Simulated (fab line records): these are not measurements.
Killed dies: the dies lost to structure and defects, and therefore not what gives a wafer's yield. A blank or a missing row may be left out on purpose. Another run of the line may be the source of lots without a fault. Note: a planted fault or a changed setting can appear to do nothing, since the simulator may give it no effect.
What tool caused it?	flow berkeley-cmos170	15 lots with 45 wafers sampled at 4 steps, on a route of 331 steps

== WHAT THE GAUGES READ, wafer by wafer ==
UCB170_NWELL_THK_MEAS_05. Usual: NWELL_NITRIDE_THK gives 224.4 nm (standard deviation 2.1).
lot	measured	on	NWELL_NITRIDE_THK (nm)	flag
L199	day 2 05:31	film-metro-04	223.0 223.7 224.0	
L200	day 2 16:32	film-metro-03	222.5 221.5 223.3	
L201	day 2 19:11	film-metro-02	227.8 226.7 225.7	
L202	day 3 00:28	film-metro-04	223.4 224.2 224.2	
L204	day 3 05:49	film-metro-02	226.7 221.6 223.1	
L205	day 3 17:58	film-metro-03	223.8 223.7 224.8	
L208	day 4 12:15	film-metro-02	226.3 225.8 226.7	
L209	day 4 12:16	film-metro-04	227.8 228.8 228.0	
L210	day 4 23:55	film-metro-02	223.3 221.8 222.0	
L212	day 5 05:32	film-metro-03	226.5 226.9 227.3	
L213	day 5 10:20	film-metro-04	225.6 227.2 225.9	
L216	day 5 22:32	film-metro-02	224.6 224.1 222.4	
L217	day 6 03:42	film-metro-02	223.7 223.5 223.9	
L218	day 6 03:43	film-metro-03	222.5 224.0 223.0	
L222	day 7 05:07	film-metro-03	221.3 225.4 222.0	

UCB170_NSD_CD_MEAS_06 targets a cd of 1200 nm. Usual: cd-nm reads 1200.1 nm (standard deviation 1.5).
lot	measured	on	cd-nm (nm)	flag
L199	day 7 02:02	cd-sem-02	1199.8 1199.5 1199.5	
L200	day 8 02:21	cd-sem-01	1199.8 1199.6 1200.9	
L201	day 8 01:44	cd-sem-02	1199.4 1200.6 1201.0	
L202	day 8 02:08	cd-sem-02	1200.4 1200.4 1201.5	
L204	day 8 09:10	cd-sem-01	1199.0 1200.8 1199.7	
L205	day 8 22:17	cd-sem-02	1196.1 1197.4 1196.5	
L208	day 9 19:59	cd-sem-01	1200.3 1200.0 1199.1	
L209	day 9 20:22	cd-sem-01	1199.7 1201.6 1201.1	
L210	day 10 12:27	cd-sem-01	1200.2 1200.1 1201.2	
L212	day 10 11:37	cd-sem-01	1199.1 1199.5 1199.6	
L213	day 10 12:44	cd-sem-02	1201.9 1200.0 1200.6	
L216	day 11 05:38	cd-sem-01	1197.4 1197.5 1197.2	
L217	day 11 05:46	cd-sem-02	1201.3 1199.8 1200.7	
L218	day 11 06:03	cd-sem-01	1196.4 1197.2 1198.7	
L222	day 12 09:32	cd-sem-02	1200.4 1200.4 1199.8	

== WHICH TOOL RAN EACH LOT (tool, then ch and the chambers of the sampled wafers, then the start) ==
lot	UCB170_ZERO_STRIP_07	UCB170_NWELL_WET_ETCH_00
L199	plasma-asher-04 ch 0,1, day 1 18:34	wet-bench-01 ch 1, day 1 19:19
L200	plasma-asher-03 ch 0,1, day 2 02:29	wet-bench-02 ch 0, day 2 02:41
L201	plasma-asher-04 ch 0, day 2 05:53	wet-bench-02 ch 3, day 2 05:59
L202	plasma-asher-04 ch 0,1, day 2 14:54	wet-bench-04 ch 0, day 2 14:58
L204	plasma-asher-03 ch 0,1, day 2 19:37	wet-bench-04 ch 1, day 2 19:58
L205	plasma-asher-03 ch 0,1, day 3 03:19	wet-bench-02 ch 2, day 3 03:25
L208	plasma-asher-03 ch 0,1, day 3 22:23	wet-bench-04 ch 2, day 3 22:34
L209	plasma-asher-04 ch 0,1, day 3 22:44	wet-bench-04 ch 2, day 3 22:58
L210	plasma-asher-04 ch 0,1, day 4 08:56	wet-bench-01 ch 3, day 4 10:19
L212	plasma-asher-01 ch 0,1, day 4 15:52	wet-bench-02 ch 0, day 4 15:58
L213	plasma-asher-03 ch 0,1, day 4 22:54	wet-bench-04 ch 1, day 4 23:00
L216	plasma-asher-04 ch 0,1, day 5 10:23	wet-bench-04 ch 2, day 5 10:40
L217	plasma-asher-03 ch 0,1, day 5 17:47	wet-bench-01 ch 3, day 5 17:53
L218	plasma-asher-03 ch 0,1, day 5 18:08	wet-bench-01 ch 2, day 5 18:14
L222	plasma-asher-03 ch 1, day 6 18:43	wet-bench-04 ch 3, day 6 18:49
- UCB170_ZERO_STRIP_07: strips in O2.
- UCB170_NWELL_WET_ETCH_00: etches SiO2 in dHF, time 200 s.

== WHAT THE TOOLS THEMSELVES READ (means of the sampled wafers that have a number; where no wafer has one, the mark that the record gives instead) ==
UCB170_ZERO_STRIP_07. Usual: drypump-motor-current-A 5.1 A, standard deviation 0.4; oes-product-au 0.728 a.u., standard deviation 0.0047; strip-time-to-endpoint-s 21.74 s, standard deviation 0.063.
lot	tool	drypump-motor-current-A (A)	oes-product-au (a.u.)	strip-time-to-endpoint-s (s)	flag
L199	plasma-asher-04	5.4	0.729	21.76	
L200	plasma-asher-03	4.9	0.726	21.64	
L201	plasma-asher-04	5.7	0.725	21.79	
L202	plasma-asher-04	5.4	0.728	21.71	
L204	plasma-asher-03	4.9	0.727	21.77	
L205	plasma-asher-03	4.9	0.728	21.78	
L208	plasma-asher-03	4.9	0.731	21.71	
L209	plasma-asher-04	5.0	0.725	21.84	
L210	plasma-asher-04	5.1	0.730	21.77	
L212	plasma-asher-01	5.7	0.729	21.78	
L213	plasma-asher-03	4.9	0.727	21.82	
L216	plasma-asher-04	5.0	0.731	21.73	
L217	plasma-asher-03	4.9	0.723	21.74	
L218	plasma-asher-03	4.9	0.729	21.68	
L222	plasma-asher-03	5.0	0.724	21.80	

UCB170_NWELL_WET_ETCH_00. Usual: bath-heat-duty-pct 6.3 %, standard deviation 0.73; run-length-s 227.8 s, standard deviation 2.9; temp-c 25.00 C, standard deviation 0.093.
lot	tool	bath-heat-duty-pct (%)	run-length-s (s)	temp-c (C)	flag
L199	wet-bench-01	6.1	227.0	25.07	
L200	wet-bench-02	6.7	234.0	24.92	
L201	wet-bench-02	5.6	227.7	25.03	
L202	wet-bench-04	7.4	226.6	24.94	
L204	wet-bench-04	6.8	228.4	24.87	
L205	wet-bench-02	6.7	225.9	25.05	
L208	wet-bench-04	6.4	224.4	25.03	
L209	wet-bench-04	6.1	225.3	25.05	
L210	wet-bench-01	6.0	226.5	25.09	
L212	wet-bench-02	6.5	232.4	25.00	
L213	wet-bench-04	6.6	227.6	25.00	
L216	wet-bench-04	-	-	-	OFF
L217	wet-bench-01	-	-	-	OFF
L218	wet-bench-01	-	-	-	OFF
L222	wet-bench-04	7.1	226.2	25.02	

== THE ANSWER, worked out from the rows above alone ==
Rule: a lot counts as off when the mean over its wafers that have a number is more than 3 standard deviations away from the usual mean. A lot without any number at a reading at which 4 lots or more have one is off too. All remaining lots with rows at the step are treated as sound. Order of review: gauges by route order, followed by the tools' own readings, for which a lot's mean as printed above is used. At the first step where some lot is off, the reading lying furthest off is the one used; lots without a number count as furthest.
Off at UCB170_NWELL_WET_ETCH_00 (bath-heat-duty-pct): L216, L217, L218. Without a number there: L216, L217, L218.
A tool fits if, at that step or a process step before it, it ran every lot that is off, and no sound lot after the first of them. No candidate that was tried fits.

== WHAT THE SIMULATOR HAD INSERTED ==
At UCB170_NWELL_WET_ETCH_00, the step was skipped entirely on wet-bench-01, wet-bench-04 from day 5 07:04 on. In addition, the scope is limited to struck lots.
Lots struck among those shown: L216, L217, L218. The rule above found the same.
